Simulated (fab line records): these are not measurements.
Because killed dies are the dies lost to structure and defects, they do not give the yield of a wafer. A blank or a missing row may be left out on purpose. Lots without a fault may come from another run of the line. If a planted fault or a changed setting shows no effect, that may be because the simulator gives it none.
Matching of chambers | flow ritCmos | 4 sister chambers for RIT_CONTACT_ETCH_11 on rieDiel-01
The step etches SiO2 in CHF3/CF4/Ar, stops on TiSi2, target depth 480 nm, time 320 s. 8 wafers are shown with their chamber, then 7 later ones without.

## WAFERS, EACH WITH ITS CHAMBER
wafer  | chamber | throttleValvePct (%) | oesProductAu (a.u.)
L390.4 | 2       | 8.72                 | 0.972
L392.5 | 0       | 8.60                 | 0.964
L395.4 | 0       | 8.63                 | 0.968
L395.6 | 2       | 8.71                 | 0.959
L396.1 | 1       | 8.76                 | 0.985
L396.5 | 3       | 8.85                 | 1.008
L409.1 | 1       | 8.78                 | 0.993
L409.3 | 3       | 8.84                 | 1.000

## WAFERS WITH NO CHAMBER GIVEN
wafer  | throttleValvePct (%) | oesProductAu (a.u.)
L409.5 | 8.76                 | 0.992
L410.3 | 8.72                 | 0.964
L410.5 | 8.76                 | 0.992
L410.6 | 8.60                 | 1.007
L411.1 | 8.71                 | 0.970
L411.5 | 8.61                 | 1.006
L411.6 | 8.70                 | 0.960

## THE CHAMBER EACH PASSED THROUGH
wafer  | from the rows above | in truth
L409.5 | 1                   | 1
L410.3 | 2                   | 2
L410.5 | 1                   | 1
L410.6 | 0                   | 0
L411.1 | 2                   | 2
L411.5 | 0                   | 0
L411.6 | 2                   | 2
Correct placement for 7 of the 7. Not placeable from these rows: 0. Number placed wrongly: 0.
How it was worked out, from the rows above alone: a wafer's distance from a chamber is the root of the sum, over the readings, of the square of ((its reading less the chamber's mean) divided by the reading's scatter). If the next closest chamber is less than 2 further off than the closest, the wafer can't be placed; otherwise it belongs to the closest. A chamber's mean is the mean of its shown wafers. The scatter is the square root of a quotient: the sum, over the shown wafers, of each reading's squared deviation from its chamber's mean, divided by wafers minus chambers.
